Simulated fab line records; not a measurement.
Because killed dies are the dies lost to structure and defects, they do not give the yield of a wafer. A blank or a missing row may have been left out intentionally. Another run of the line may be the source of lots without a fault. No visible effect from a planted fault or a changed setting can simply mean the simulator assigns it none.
fab line records	flow berkeley-cmos170	part 1 of 2: steps 1 to 25 of 34
[record] lots = 5	wafers = 15	last-day = 13
route steps=331 shown CONTACT@237 M1@238 V1@254
lots with no fault: from the same line, run without faults
start-h: the number of hours between the record's first day and the start of the first shown wafer of the lot	wait-h: hours since the lot's step before	" as in the row above	L1.1+2: a single row standing in for several wafers	- no value, or no start given	* or withheld: withheld	< > ~ a bound
route shown NAME@n: names a module that has steps shown in the file, with the first one's number in the route	usual: mean/standard deviation taken from wafers without a fault	same: alike in all rows	chamber/n: place in a boat	sites: per-site readings	_std_site: the values' standard deviation	_edge_site: inner sites' mean taken away from outer sites' mean	radius-mm: for every site, how far away it sits from the centre of the wafer	mask NAME#n: copy n	behind: tool/chamber where the wafer was last shaped	hold: why the lot was held/for how many hours/how that ended	device: whichever transistor did not switch (one of n, p or np)	end of line: at the end of the route, the tests of the same wafers	a step with no rows: only its recipe	killed: count of dies lost to structure and defects at first sort (not the wafer's yield)	map: a wafer's dies, marking killed ones x, the rest . and places with no die _
set.NAME: the setting the step ran with; set.NAME@STEP: the setting that earlier step ran with	model.NAME: the simulator's own value behind a step, which no gauge read
certain route steps with their lots: each step a table, each wafer a row
services: when a tool's chamber went out of use (start-h, in hours from the record's first day, below 0 if earlier), for how many hours, and the reason
[[steps]]
[step UCB170_CONTACT_CLEAN_20]
[recipe] chemistry = SPM	temp-c = 120	time-s = 600
lot.wafer	tool	chamber	start-h	wait-h
L074.1+2+6	wet-bench-03	0	186.97	0.1
L081.1+2+5	wet-bench-03	0	226.91	0.1
L082.1+4+6	wet-bench-02	0	228.30	0.1
L084.1+3+6	wet-bench-01	0	245.79	0.1
L097.1+3+4	wet-bench-01	1	281.28	0.1
[step UCB170_M1_SPUTTER_00]
[recipe] material = Al	target-thk-nm = 600	time-s = 80	power-w = 6000	chamber-pressure-pa = 0.5
[usual] chamber-pressure-pa = 0.5000/0.00092	throttle-valve-pct = 30.3/0.8
lot.wafer	tool	chamber	start-h	wait-h	chamber-pressure-pa	throttle-valve-pct
L074.1	pvd-sputter-04	-	187.16	0.0	0.5001	29.4
L074.2	"	-	"	"	0.5013	30.1
L074.6	"	-	"	"	0.4994	29.8
L081.1	pvd-sputter-04	-	227.08	0.0	0.5000	29.6
L081.2	"	-	"	"	0.4990	30.1
L081.5	"	-	"	"	0.5003	30.8
L082.1	pvd-sputter-03	-	228.51	0.0	0.5010	30.2
L082.4	"	-	"	"	0.5001	30.8
L082.6	"	-	"	"	0.4983	30.6
L084.1	pvd-sputter-04	-	245.98	0.0	0.5004	28.6
L084.3	"	-	"	"	0.4998	29.8
L084.6	"	-	"	"	0.5011	31.0
L097.1	pvd-sputter-04	-	281.45	0.0	0.4983	31.0
L097.3	"	-	"	"	0.5007	29.8
L097.4	"	-	"	"	0.4991	30.0
[step UCB170_M1_RS_MEAS_01]
[recipe] thk-meas-gauge = four-point-probe	reads = Al_of_M1_SPUTTER_00
[usual] M1_AL_RS = 0.0487/0.00039
lot.wafer	tool	chamber	start-h	wait-h	M1_AL_RS[ohm/sq]
L074.1	film-metro-02	-	187.22	0.0	0.0489
L074.2	"	-	"	"	0.0486
L074.6	"	-	"	"	0.0490
L081.1	film-metro-02	-	227.14	0.0	0.0492
L081.2	"	-	"	"	0.0489
L081.5	"	-	"	"	0.0489
L082.1	film-metro-01	-	228.57	0.0	0.0484
L082.4	"	-	"	"	0.0487
L082.6	"	-	"	"	0.0483
L084.1	film-metro-02	-	246.04	0.0	0.0483
L084.3	"	-	"	"	0.0484
L084.6	"	-	"	"	0.0485
L097.1	film-metro-01	-	281.51	0.0	0.0489
L097.3	"	-	"	"	0.0492
L097.4	"	-	"	"	0.0489
[step UCB170_M1_THK_MEAS_02]
[recipe] thk-meas-gauge = xrf	reads = Al_of_M1_SPUTTER_00
[usual] M1_AL_THK = 601/5.7
lot.wafer	tool	chamber	start-h	wait-h	M1_AL_THK[nm]
L074.1	film-metro-02	-	187.34	0.1	606
L074.2	"	-	"	"	606
L074.6	"	-	"	"	602
L081.1	film-metro-02	-	227.26	0.1	596
L081.2	"	-	"	"	598
L081.5	"	-	"	"	599
L082.1	film-metro-01	-	228.69	0.1	602
L082.4	"	-	"	"	600
L082.6	"	-	"	"	605
L084.1	film-metro-02	-	246.16	0.1	607
L084.3	"	-	"	"	608
L084.6	"	-	"	"	602
L097.1	film-metro-01	-	281.63	0.1	597
L097.3	"	-	"	"	590
L097.4	"	-	"	"	592
[step UCB170_M1_COAT_03]
[recipe] resist = BARC	temp-c = withheld	time-s = withheld	spin-rpm = 3000	resist-thk-nm = withheld
[usual] resist-line-temp-C = *
lot.wafer	tool	chamber	start-h	wait-h	resist-line-temp-C
L074.1	litho-track-01	0	187.40	0.1	*
L074.2	"	0	"	"	*
L074.6	"	0	"	"	*
L081.1	litho-track-02	0	227.64	0.4	*
L081.2	"	0	"	"	*
L081.5	"	0	"	"	*
L082.1	litho-track-03	0	228.75	0.1	*
L082.4	"	0	"	"	*
L082.6	"	0	"	"	*
L084.1	litho-track-02	0	247.03	0.9	*
L084.3	"	0	"	"	*
L084.6	"	0	"	"	*
L097.1	litho-track-01	0	281.69	0.1	*
L097.3	"	0	"	"	*
L097.4	"	0	"	"	*
[step UCB170_M1_COAT_04]
[recipe] resist = KrF	spin-rpm = 1500	resist-thk-nm = 900
[usual] resist-line-temp-C = 22.98/0.088
lot.wafer	tool	chamber	start-h	wait-h	resist-line-temp-C
L074.1	litho-track-01	0	-	-	23.10
L074.2	"	0	"	"	22.98
L074.6	"	0	"	"	23.01
L081.1	litho-track-02	0	-	-	22.99
L081.2	"	0	"	"	23.01
L081.5	"	0	"	"	22.95
L082.1	litho-track-03	0	-	-	22.86
L082.4	"	0	"	"	22.99
L082.6	"	0	"	"	22.96
L084.1	litho-track-02	0	-	-	22.91
L084.3	"	0	"	"	22.93
L084.6	"	0	"	"	23.03
L097.1	litho-track-01	0	-	-	22.93
L097.3	"	0	"	"	22.95
L097.4	"	0	"	"	23.08
[step UCB170_M1_SOFTBAKE_05]
[recipe] resist = KrF	temp-c = 130	time-s = 60
[usual] resist-line-temp-C = 22.99/0.1
lot.wafer	tool	chamber	start-h	wait-h	resist-line-temp-C
L074.1	litho-track-01	0	-	-	23.03
L074.2	"	0	"	"	23.12
L074.6	"	0	"	"	23.18
L081.1	litho-track-02	0	-	-	22.99
L081.2	"	0	"	"	23.09
L081.5	"	0	"	"	23.18
L082.1	litho-track-03	0	-	-	23.01
L082.4	"	0	"	"	23.01
L082.6	"	0	"	"	23.12
L084.1	litho-track-02	0	-	-	23.08
L084.3	"	0	"	"	23.04
L084.6	"	0	"	"	22.97
L097.1	litho-track-01	0	-	-	22.87
L097.3	"	0	"	"	22.81
L097.4	"	0	"	"	23.00
[step UCB170_M1_EXPOSE_06]
[recipe] mask-id = METAL1	target-cd-nm = 700	na = 0.5	sigma-outer = 0.6	source-shape = conventional	dose-mj = 21
[usual] reticle-temp-C = 23.01/0.095
lot.wafer	tool	chamber	start-h	wait-h	mask	reticle-temp-C
L074.1	krf-scanner-01	0	187.98	-	METAL1#0	23.10
L074.2	"	0	"	"	METAL1#0	23.13
L074.6	"	0	"	"	METAL1#0	23.01
L081.1	krf-scanner-02	0	228.09	-	METAL1#0	23.12
L081.2	"	0	"	"	METAL1#0	22.96
L081.5	"	0	"	"	METAL1#0	22.84
L082.1	krf-scanner-02	0	229.28	-	METAL1#0	23.04
L082.4	"	0	"	"	METAL1#0	23.09
L082.6	"	0	"	"	METAL1#0	23.13
L084.1	krf-scanner-02	0	247.48	-	METAL1#0	23.04
L084.3	"	0	"	"	METAL1#0	22.91
L084.6	"	0	"	"	METAL1#0	23.02
L097.1	krf-scanner-02	0	283.52	-	METAL1#0	23.01
L097.3	"	0	"	"	METAL1#0	22.90
L097.4	"	0	"	"	METAL1#0	22.91
[step UCB170_M1_PEB_07]
[recipe] peb-temp-c = 130	peb-time-s = withheld	resist = KrF
[usual] resist-line-temp-C = 22.98/0.11
lot.wafer	tool	chamber	start-h	wait-h	resist-line-temp-C
L074.1	litho-track-02	0	188.10	0.1	22.98
L074.2	"	0	"	"	22.96
L074.6	"	0	"	"	22.99
L081.1	litho-track-02	0	228.20	0.1	23.11
L081.2	"	0	"	"	22.97
L081.5	"	0	"	"	22.74
L082.1	litho-track-01	0	230.29	1.0	22.92
L082.4	"	0	"	"	22.88
L082.6	"	0	"	"	22.93
L084.1	litho-track-01	0	248.27	0.8	22.86
L084.3	"	0	"	"	22.82
L084.6	"	0	"	"	22.87
L097.1	litho-track-02	0	283.64	0.1	23.01
L097.3	"	0	"	"	23.08
L097.4	"	0	"	"	23.06
[step UCB170_M1_DEVELOP_08]
[recipe] developer = TMAH	develop-time-s = 45	resist = KrF	dev-temp-c = 21
[usual] resist-line-temp-C = 23.00/0.1
lot.wafer	tool	chamber	start-h	wait-h	resist-line-temp-C
L074.1	litho-track-02	0	-	-	23.02
L074.2	"	0	"	"	22.91
L074.6	"	0	"	"	22.91
L081.1	litho-track-02	0	-	-	23.06
L081.2	"	0	"	"	23.09
L081.5	"	0	"	"	23.04
L082.1	litho-track-01	0	-	-	23.00
L082.4	"	0	"	"	23.18
L082.6	"	0	"	"	23.16
L084.1	litho-track-01	0	-	-	23.00
L084.3	"	0	"	"	23.07
L084.6	"	0	"	"	23.10
L097.1	litho-track-02	0	-	-	23.01
L097.3	"	0	"	"	22.97
L097.4	"	0	"	"	22.92
[step UCB170_M1_CD_MEAS_09]
[recipe] target-cd-nm = 700
[usual] cd-nm = 699.7/1.2
lot.wafer	tool	chamber	start-h	wait-h	cd-nm
L074.1	cd-sem-01	-	188.37	-	699.7
L074.2	"	-	"	"	699.2
L074.6	"	-	"	"	699.5
L081.1	cd-sem-02	-	228.48	-	699.2
L081.2	"	-	"	"	697.9
L081.5	"	-	"	"	698.3
L082.1	cd-sem-01	-	230.57	-	697.6
L082.4	"	-	"	"	700.0
L082.6	"	-	"	"	700.3
L084.1	cd-sem-01	-	248.64	-	701.5
L084.3	"	-	"	"	702.1
L084.6	"	-	"	"	700.3
L097.1	cd-sem-01	-	283.92	-	698.4
L097.3	"	-	"	"	699.7
L097.4	"	-	"	"	699.2
[step UCB170_M1_OVL_MEAS_10]
[usual] M1_OVL = 0/5.8
lot.wafer	tool	chamber	start-h	wait-h	M1_OVL[nm]
L074.1	overlay-02	-	188.49	0.1	1
L074.2	"	-	"	"	-2
L074.6	"	-	"	"	-2
L081.1	overlay-01	-	228.60	0.1	11
L081.2	"	-	"	"	-2
L081.5	"	-	"	"	5
L082.1	overlay-02	-	230.69	0.1	-2
L082.4	"	-	"	"	-2
L082.6	"	-	"	"	-1
L084.1	overlay-02	-	248.76	0.1	5
L084.3	"	-	"	"	-1
L084.6	"	-	"	"	4
L097.1	overlay-01	-	284.04	0.1	-1
L097.3	"	-	"	"	5
L097.4	"	-	"	"	-5
[step UCB170_M1_ETCH_11]
[recipe] chemistry = N2/H2	target-depth-a = withheld	overetch-a = withheld	target = BARC	time-s = withheld	source-w = 500	bias-w = 100	pressure-mtorr = 30	n2-flow-sccm = 100	h2-flow-sccm = 200
[usual] drypump-motor-current-A = 5.7/0.54	oes-product-au = 1.001/0.019	throttle-valve-pct = 13.27/0.12
lot.wafer	tool	chamber	start-h	wait-h	drypump-motor-current-A	oes-product-au	throttle-valve-pct
L074.1	rie-diel-03	3	188.53	0.0	6.7	1.003	13.47
L074.2	"	2	"	"	5.0	1.018	13.30
L074.6	"	1	"	"	6.4	1.003	13.26
L081.1	rie-diel-03	3	228.63	0.0	6.7	0.994	13.47
L081.2	"	1	"	"	6.5	1.009	13.24
L081.5	"	0	"	"	5.5	0.986	13.32
L082.1	rie-diel-02	3	230.72	0.0	5.7	1.013	13.08
L082.4	"	1	"	"	6.0	0.962	13.28
L082.6	"	3	"	"	5.7	1.004	13.08
L084.1	rie-diel-03	2	248.79	0.0	5.0	1.011	13.29
L084.3	"	0	"	"	5.5	1.012	13.32
L084.6	"	1	"	"	6.5	1.021	13.26
L097.1	rie-diel-03	1	284.07	0.0	6.4	1.009	13.26
L097.3	"	3	"	"	6.7	0.995	13.46
L097.4	"	0	"	"	5.5	1.022	13.34
[step UCB170_M1_METAL_ETCH_12]
[recipe] chemistry = Cl2/BCl3	target = Al	stop-on = PSG	pressure-mtorr = 12	target-depth-a = 7800	over-etch-frac = 0.3	time-s = 130	icp-w = 583.9	bias-w = 120	Cl2_flow_sccm = 90	bcl3-flow-sccm = 45
[usual] bcl3-flow-sccm = 45.01/0.13	drypump-motor-current-A = 5.6/0.64	oes-product-au = 0.857/0.015	throttle-valve-pct = 24.38/0.16
[same] over-etch-frac = 0.3
lot.wafer	tool	chamber	start-h	wait-h	bcl3-flow-sccm	drypump-motor-current-A	oes-product-au	rf-hours-counter-h	throttle-valve-pct
L074.1	rie-metal-01	0	188.57	-	44.98	4.8	0.842	9	24.49
L074.2	"	1	"	"	44.94	6.0	0.873	9	24.48
L074.6	"	1	"	"	45.10	6.0	0.861	-	24.46
L081.1	rie-metal-01	0	228.68	-	44.90	4.8	0.835	10	24.50
L081.2	"	1	"	"	45.05	6.0	0.872	10	24.47
L081.5	"	0	"	"	45.00	4.8	0.844	-	24.50
L082.1	rie-metal-04	1	230.77	-	45.11	5.6	0.887	5	24.07
L082.4	"	1	"	"	45.06	5.6	0.877	-	24.04
L082.6	"	0	"	"	44.96	6.5	0.840	-	24.54
L084.1	rie-metal-04	1	248.83	-	45.04	5.6	0.890	5	24.06
L084.3	"	1	"	"	45.01	5.6	0.873	-	24.04
L084.6	"	0	"	"	45.11	6.5	0.847	-	24.56
L097.1	rie-metal-01	0	284.11	-	44.80	4.8	0.845	12	24.49
L097.3	"	0	"	"	44.96	4.8	0.840	-	24.47
L097.4	"	1	"	"	45.21	6.0	0.870	-	24.50
[step UCB170_M1_STRIP_13]
[recipe] chemistry = O2	power-w = 400	pressure-mtorr = 3500	platen-temp-c = withheld	o2-flow-sccm = 400	overash-fraction = 0.5
[usual] drypump-motor-current-A = 5.8/0.32	oes-product-au = 0.721/0.0046
[same] overash-fraction = 0.5
lot.wafer	tool	chamber	start-h	wait-h	drypump-motor-current-A	oes-product-au	rf-hours-counter-h
L074.1	plasma-asher-01	0	188.70	0.1	5.2	0.723	44
L074.2	"	1	"	"	5.7	0.728	44
L074.6	"	0	"	"	5.2	0.718	-
L081.1	plasma-asher-02	1	228.81	0.1	6.1	0.719	15
L081.2	"	0	"	"	5.9	0.723	15
L081.5	"	0	"	"	5.9	0.721	-
L082.1	plasma-asher-02	1	230.90	0.1	6.2	0.733	15
L082.4	"	0	"	"	5.9	0.716	-
L082.6	"	1	"	"	6.1	0.720	-
L084.1	plasma-asher-02	0	249.03	0.2	5.9	0.717	18
L084.3	"	1	"	"	6.1	0.718	-
L084.6	"	0	"	"	5.8	0.726	-
L097.1	plasma-asher-01	1	284.25	0.1	5.7	0.721	57
L097.3	"	0	"	"	5.2	0.722	-
L097.4	"	1	"	"	5.7	0.718	-
[step UCB170_M1_CD_MEAS_90]
[recipe] target-cd-nm = 700
[usual] cd-nm = 700.8/2
lot.wafer	tool	chamber	start-h	wait-h	cd-nm
L074.1	cd-sem-02	-	188.80	0.1	701.8
L074.2	"	-	"	"	700.7
L074.6	"	-	"	"	703.9
L081.1	cd-sem-02	-	228.91	0.1	700.7
L081.2	"	-	"	"	698.4
L081.5	"	-	"	"	699.9
L082.1	cd-sem-01	-	231.00	0.1	698.4
L082.4	"	-	"	"	699.9
L082.6	"	-	"	"	699.3
L084.1	cd-sem-02	-	249.20	0.1	700.6
L084.3	"	-	"	"	702.0
L084.6	"	-	"	"	698.9
L097.1	cd-sem-02	-	284.35	0.1	698.8
L097.3	"	-	"	"	702.0
L097.4	"	-	"	"	702.7
[step UCB170_M1_ANNEAL_14]
[recipe] temp-c = 400	time-s = 1200	ambient = forming-gas
[usual] zone-power-load-pct = 5.92/0.055
lot.wafer	tool	chamber	start-h	wait-h	zone-power-load-pct
L074.1	furnace-03	0	188.92	0.1	5.93
L074.2	"	0	"	"	5.91
L074.6	"	0	"	"	5.93
L081.1	furnace-03	0	229.03	0.1	5.94
L081.2	"	0	"	"	5.95
L081.5	"	0	"	"	5.88
L082.1	furnace-03	0	231.70	0.7	5.96
L082.4	"	0	"	"	6.00
L082.6	"	0	"	"	5.96
L084.1	furnace-03	0	250.49	1.3	5.83
L084.3	"	0	"	"	5.89
L084.6	"	0	"	"	5.96
L097.1	furnace-03	0	284.47	0.1	5.91
L097.3	"	0	"	"	5.89
L097.4	"	0	"	"	5.95
[step UCB170_V1_CVD_00]
[recipe] material = SiO2	target-thk-nm = 2000	temp-c = 390	precursor = TEOS/O2	time-s = 250	rf-w = 550	pressure-mtorr = 9000
[usual] heater-power-w = 236/77	susceptor-temp-C = 390.01/0.23
lot.wafer	tool	chamber	start-h	wait-h	heater-power-w	susceptor-temp-C
L074.1	pecvd-02	2	190.26	0.0	137	390.37
L074.2	"	0	"	"	267	390.13
L074.6	"	0	"	"	330	390.06
L081.1	pecvd-02	0	230.36	0.0	255	389.80
L081.2	"	1	"	"	142	389.84
L081.5	"	0	"	"	317	390.04
L082.1	pecvd-01	0	233.03	0.0	223	389.98
L082.4	"	2	"	"	258	390.25
L082.6	"	1	"	"	166	389.78
L084.1	pecvd-01	0	251.82	0.0	274	390.15
L084.3	"	1	"	"	201	389.86
L084.6	"	1	"	"	245	389.69
L097.1	pecvd-02	2	285.80	0.0	180	390.17
L097.3	"	1	"	"	105	390.06
L097.4	"	0	"	"	228	390.66
[step UCB170_V1_THK_MEAS_01]
[recipe] reads = SiO2_of_V1_CVD_00
[usual] V1_TEOS_THK = 1997/23
lot.wafer	tool	chamber	start-h	wait-h	V1_TEOS_THK[nm]
L074.1	film-metro-04	-	190.41	0.1	1954
L074.2	"	-	"	"	1984
L074.6	"	-	"	"	2002
L081.1	film-metro-04	-	230.52	0.1	1985
L081.2	"	-	"	"	1975
L081.5	"	-	"	"	2029
L082.1	film-metro-04	-	233.19	0.1	1959
L082.4	"	-	"	"	2012
L082.6	"	-	"	"	1999
L084.1	film-metro-01	-	251.98	0.1	1972
L084.3	"	-	"	"	1962
L084.6	"	-	"	"	2001
L097.1	film-metro-04	-	285.96	0.1	1980
L097.3	"	-	"	"	1941
L097.4	"	-	"	"	2018
[step UCB170_V1_CMP_02]
[recipe] material = SiO2	down-force-psi = 6	platen-rpm = 60	pad-velocity-m-s = 0.75398
[usual] motor-current-A = 16.8/1.8	retaining-ring-pressure-frac = 1.000/0.005	slurry-flow-ml-min = 150.0/0.49
lot.wafer	tool	chamber	start-h	wait-h	motor-current-A	retaining-ring-pressure-frac	slurry-flow-ml-min
L074.1	cmp-02	1	190.47	0.1	14.6	1.011	149.7
L074.2	"	2	"	"	19.1	0.999	149.7
L074.6	"	1	"	"	14.6	1.001	149.3
L081.2	cmp-02	2	230.58	0.0	19.4	1.006	150.6
L081.1	"	1	"	"	14.5	1.001	149.6
L081.5	"	2	"	"	19.5	1.000	151.3
L082.1	cmp-02	1	233.25	0.1	14.0	1.001	150.0
L082.4	"	0	"	"	17.9	1.006	150.5
L082.6	"	1	"	"	14.8	0.998	149.9
L084.3	cmp-01	0	252.04	0.0	16.3	1.000	149.5
L084.1	"	2	"	"	14.5	1.000	149.9
L084.6	"	0	"	"	16.7	0.994	149.5
L097.4	cmp-01	3	286.02	0.0	17.4	1.001	150.0
L097.3	"	0	"	"	16.4	1.000	149.6
L097.1	"	2	"	"	13.4	1.000	150.1
[step UCB170_V1_BOW_MEAS_03]
[recipe] mode = bow
[usual] V1_BOW = 19/6.7
lot.wafer	tool	chamber	start-h	wait-h	V1_BOW[um]
L074.1	film-metro-01	-	190.77	0.2	20
L074.2	"	-	"	"	22
L074.6	"	-	"	"	17
L081.1	film-metro-04	-	230.88	0.1	25
L081.2	"	-	"	"	14
L081.5	"	-	"	"	24
L082.1	film-metro-01	-	233.55	0.2	18
L082.4	"	-	"	"	15
L082.6	"	-	"	"	21
L084.1	film-metro-03	-	252.34	0.1	18
L084.3	"	-	"	"	15
L084.6	"	-	"	"	27
L097.1	film-metro-03	-	286.32	0.1	21
L097.3	"	-	"	"	30
L097.4	"	-	"	"	27
[step UCB170_V1_THK_MEAS_04]
[recipe] reads = SiO2_of_V1_CVD_00
[usual] V1_POLISHED_THK = 1000.1/1.3
lot.wafer	tool	chamber	start-h	wait-h	V1_POLISHED_THK[nm]
L074.1	film-metro-01	-	190.89	0.1	1000.0
L074.2	"	-	"	"	999.9
L074.6	"	-	"	"	1001.1
L081.1	film-metro-04	-	231.00	0.1	999.5
L081.2	"	-	"	"	997.9
L081.5	"	-	"	"	997.7
L082.1	film-metro-01	-	233.67	0.1	1000.4
L082.4	"	-	"	"	1001.1
L082.6	"	-	"	"	1000.3
L084.1	film-metro-03	-	252.46	0.1	1001.3
L084.3	"	-	"	"	999.3
L084.6	"	-	"	"	999.7
L097.1	film-metro-03	-	286.44	0.1	1001.2
L097.3	"	-	"	"	1000.7
L097.4	"	-	"	"	1001.9
[step UCB170_V1_CLEAN_05]
[recipe] chemistry = DIW
lot.wafer	tool	chamber	start-h	wait-h
L074.1+2+6	wet-bench-01	0	192.08	1.2
L081.1+2+5	wet-bench-01	0	231.88	0.9
L082.1+4+6	wet-bench-02	2	234.52	0.8
L084.1+3+6	wet-bench-04	1	255.65	3.2
L097.1+3+4	wet-bench-01	1	286.85	0.4
[step UCB170_V1_HMDS_06]
[recipe] prime-time-s = 60	prime-temp-c = 100
[usual] resist-line-temp-C = 23.00/0.11
lot.wafer	tool	chamber	start-h	wait-h	resist-line-temp-C
L074.1	litho-track-03	0	192.25	0.0	23.11
L074.2	"	0	"	"	22.86
L074.6	"	0	"	"	22.98
L081.1	litho-track-01	0	232.29	0.2	23.12
L081.2	"	0	"	"	23.01
L081.5	"	0	"	"	22.96
L082.1	litho-track-03	0	235.45	0.7	23.02
L082.4	"	0	"	"	23.00
L082.6	"	0	"	"	23.11
L084.1	litho-track-01	0	255.83	0.0	23.08
L084.3	"	0	"	"	22.95
L084.6	"	0	"	"	23.04
L097.1	litho-track-01	0	287.68	0.7	22.94
L097.3	"	0	"	"	22.82
L097.4	"	0	"	"	22.87
[step UCB170_V1_COAT_07]
[recipe] resist = KrF	spin-rpm = 1500	resist-thk-nm = 900
[usual] resist-line-temp-C = 23.00/0.12
lot.wafer	tool	chamber	start-h	wait-h	resist-line-temp-C
L074.1	litho-track-03	0	192.40	0.1	22.96
L074.2	"	0	"	"	22.99
L074.6	"	0	"	"	23.05
L081.1	litho-track-01	0	232.44	0.1	23.13
L081.2	"	0	"	"	22.95
L081.5	"	0	"	"	23.23
L082.1	litho-track-03	0	235.60	0.1	23.02
L082.4	"	0	"	"	22.93
L082.6	"	0	"	"	22.73
L084.1	litho-track-01	0	255.98	0.1	23.09
L084.3	"	0	"	"	22.87
L084.6	"	0	"	"	22.94
L097.1	litho-track-01	0	287.83	0.1	23.02
L097.3	"	0	"	"	23.00
L097.4	"	0	"	"	23.12
